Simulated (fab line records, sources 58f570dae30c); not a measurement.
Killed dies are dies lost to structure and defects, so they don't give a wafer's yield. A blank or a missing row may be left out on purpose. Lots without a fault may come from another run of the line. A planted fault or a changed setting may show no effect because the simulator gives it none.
Chamber matching | flow berkeley_cmos170 | UCB170_BACKSIDE_CLEAN_04 on wet_bench-02: 3 sister chambers
The step cleans in SPM, time 600 s. 6 wafers are shown with their chamber, then 8 later ones without.

WAFERS WITH THEIR CHAMBER
wafer  | chamber | temp_c (C)
L143.6 | 3       | 119.94
L144.2 | 1       | 120.05
L144.3 | 1       | 119.93
L150.4 | 2       | 119.85
L150.5 | 2       | 120.16
L148.4 | 3       | 120.20

WAFERS WITHOUT THEIR CHAMBER
wafer  | temp_c (C)
L148.5 | 120.33
L148.6 | 120.23
L147.3 | 119.97
L147.4 | 119.98
L147.5 | 119.92
L149.1 | 119.89
L149.2 | 120.13
L149.4 | 119.94

WHICH CHAMBER EACH WENT THROUGH
wafer  | from the rows above          | in truth
L148.5 | can't be placed: 3 or 2 or 1 | 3
L148.6 | can't be placed: 3 or 2 or 1 | 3
L147.3 | can't be placed: 1 or 2 or 3 | 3
L147.4 | can't be placed: 1 or 2 or 3 | 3
L147.5 | can't be placed: 1 or 2 or 3 | 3
L149.1 | can't be placed: 1 or 2 or 3 | 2
L149.2 | can't be placed: 3 or 2 or 1 | 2
L149.4 | can't be placed: 1 or 2 or 3 | 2
Placed correctly: 0 of 8. Can't be placed from these rows: 8 (the true chamber is among the candidates in 8). Placed wrongly: 0.
How it was worked out, from the rows above alone: a wafer's distance from a chamber is the root of the sum, over the readings, of the square of ((its reading less the chamber's mean) divided by the reading's scatter). The wafer belongs to the nearest chamber; if the next one is less than 2 further off, it can't be placed. A chamber's mean is the mean of its shown wafers. The scatter: the root of (the sum of the squares of (reading less its chamber's mean) over the shown wafers, divided by (wafers less chambers)).
